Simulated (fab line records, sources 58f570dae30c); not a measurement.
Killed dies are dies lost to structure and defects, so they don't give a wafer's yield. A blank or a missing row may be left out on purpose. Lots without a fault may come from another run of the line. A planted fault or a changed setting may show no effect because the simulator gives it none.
Which tool did it? | flow berkeley_cmos170 | 14 lots, 42 wafers sampled, at 4 steps of a route of 331

WHAT THE GAUGES READ, wafer by wafer
UCB170_NVT_OVL_MEAS_06. Usual: NVT_OVL 0 nm, standard deviation 5.8.
lot  | measured     | on         | NVT_OVL (nm) | flag
L121 | day 5 11:11  | overlay-01 | -3 -5 -2     |
L124 | day 5 20:44  | overlay-01 | -7 -5 -6     |
L123 | day 5 21:02  | overlay-02 | 2 1 -1       |
L125 | day 6 09:32  | overlay-02 | 0 4 -3       |
L126 | day 6 09:49  | overlay-02 | 0 4 -2       |
L128 | day 7 03:05  | overlay-02 | 5 9 7        |
L130 | day 7 08:05  | overlay-02 | 6 4 8        |
L131 | day 7 22:07  | overlay-02 | 10 4 3       |
L132 | day 8 02:42  | overlay-02 | 1 -1 2       |
L134 | day 8 02:59  | overlay-01 | 0 2 1        |
L133 | day 8 03:10  | overlay-02 | 9 4 6        |
L143 | day 10 06:43 | overlay-02 | -7 -4 -6     |
L144 | day 10 06:59 | overlay-01 | -6 -2 -2     |
L142 | day 10 07:16 | overlay-02 | -5 -2 -12    |

UCB170_FIELD_THK_MEAS_91. Usual: FIELD_OXIDE_LEFT_2_THK 353 nm, standard deviation 8.9.
lot  | measured     | on            | FIELD_OXIDE_LEFT_2_THK (nm) | flag
L121 | day 5 13:50  | film_metro-01 | 340 345 345                 |
L124 | day 5 23:47  | film_metro-03 | 346 355 348                 |
L123 | day 6 00:27  | film_metro-03 | 349 351 353                 |
L125 | day 6 13:26  | film_metro-01 | 350 354 357                 |
L126 | day 6 13:25  | film_metro-03 | 344 344 348                 |
L128 | day 7 05:05  | film_metro-04 | 358 373 369                 |
L130 | day 7 12:33  | film_metro-03 | 364 360 356                 |
L131 | day 8 00:56  | film_metro-01 | 333 344 343                 |
L132 | day 8 05:35  | film_metro-01 | 334 336 338                 |
L134 | day 8 05:52  | film_metro-04 | 355 345 349                 |
L133 | day 8 05:52  | film_metro-03 | 347 350 350                 |
L143 | day 10 08:50 | film_metro-01 | 355 355 354                 |
L144 | day 10 09:11 | film_metro-03 | 345 348 351                 |
L142 | day 10 09:37 | film_metro-03 | 340 344 346                 |

UCB170_SPACER_THK_MEAS_01. Usual: SPACER_TEOS_THK 377 nm, standard deviation 4.7.
lot  | measured     | on            | SPACER_TEOS_THK (nm) | flag
L121 | day 6 04:18  | film_metro-01 | 370 376 378          |
L124 | day 6 17:58  | film_metro-03 | 375 376 381          |
L123 | day 6 18:22  | film_metro-02 | 373 375 376          |
L125 | day 7 10:32  | film_metro-03 | 373 378 378          |
L126 | day 7 10:31  | film_metro-01 | 374 374 383          |
L128 | day 7 22:28  | film_metro-03 | 378 372 377          |
L130 | day 8 06:58  | film_metro-01 | 374 378 379          |
L131 | day 9 00:18  | film_metro-02 | 374 376 375          |
L132 | day 9 01:44  | film_metro-02 | 372 376 377          |
L134 | day 9 02:30  | film_metro-03 | 376 380 383          |
L133 | day 9 02:47  | film_metro-02 | 372 376 381          |
L143 | day 11 00:30 | film_metro-03 | 374 373 379          |
L144 | day 10 23:11 | film_metro-03 | 376 379 380          |
L142 | day 11 00:11 | film_metro-03 | 382 375 382          |

WHICH TOOL RAN EACH LOT (tool, then ch and the chambers of the sampled wafers, then the start)
lot  | UCB170_PLDD_PEB_04
L121 | litho_track-03 ch 0, day 6 01:26
L124 | litho_track-02 ch 0, day 6 14:45
L123 | litho_track-04 ch 0, day 6 14:55
L125 | litho_track-04 ch 0, day 7 04:11
L126 | litho_track-04 ch 0, day 7 04:55
L128 | litho_track-02 ch 0, day 7 19:28
L130 | litho_track-03 ch 0, day 8 03:56
L131 | litho_track-02 ch 0, day 8 20:55
L132 | litho_track-02 ch 0, day 8 21:53
L134 | litho_track-02, day 8 22:15
L133 | litho_track-02, day 8 22:33
L143 | litho_track-03 ch 0, day 10 20:52
L144 | litho_track-04 ch 0, day 10 20:04
L142 | litho_track-04 ch 0, day 10 20:48
- UCB170_PLDD_PEB_04

WHAT THE TOOLS THEMSELVES READ (means of the sampled wafers that have a number; where no wafer has one, the mark that the record gives instead)
UCB170_PLDD_PEB_04. Usual: chill_plate_temp_C 22.99 C, standard deviation 0.096; exhaust_pa 45.1 Pa, standard deviation 0.91.
lot  | tool           | chill_plate_temp_C (C) | exhaust_pa (Pa) | flag
L121 | litho_track-03 | 23.01                  | 45.2            |
L124 | litho_track-02 | 23.04                  | 46.1            |
L123 | litho_track-04 | 22.96                  | 45.6            |
L125 | litho_track-04 | 23.06                  | 44.3            |
L126 | litho_track-04 | 22.91                  | 46.1            |
L128 | litho_track-02 | 22.97                  | 45.9            |
L130 | litho_track-03 | 23.15                  | 45.1            |
L131 | litho_track-02 | 22.99                  | 44.4            |
L132 | litho_track-02 | 23.02                  | 45.1            |
L134 | litho_track-02 | -                      | -               | OFF
L133 | litho_track-02 | -                      | -               | OFF
L143 | litho_track-03 | 22.90                  | 44.5            |
L144 | litho_track-04 | 23.02                  | 44.7            |
L142 | litho_track-04 | 23.05                  | 45.0            |

THE ANSWER, worked out from the rows above alone
Rule: a lot is off if the mean of its wafers that have a number lies more than 3 standard deviations from the usual mean. A lot without any number at a reading at which 4 lots or more have one is off too. The other lots that the step has rows for count as sound. The gauges are gone through in route order, then the tools' own readings, and for those a lot's mean is taken as printed above. The first step at which some lot is off is used, and at that step the reading that is off furthest; a lot without a number counts as furthest.
Off: L134, L133, at UCB170_PLDD_PEB_04 (chill_plate_temp_C). Without a number there: L134, L133.
A tool fits if, at that step or a process step before it, it ran every lot that is off, and no sound lot after the first of them. One fits: litho_track-02 at UCB170_PLDD_PEB_04. Its last sound lot is L132 (day 8 21:53), its first lot that is off L134 (day 8 22:15): a fault that began between those two fits.
Blank at UCB170_PLDD_PEB_04 on the lots that are off, where sound lots have numbers: chill_plate_temp_C, exhaust_pa.

WHAT THE SIMULATOR HAD PUT IN
Skipped step whole: litho_track-02, from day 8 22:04 on, at UCB170_PLDD_PEB_04. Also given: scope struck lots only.
Lots struck among those shown: L134, L133. The rule above found the same.
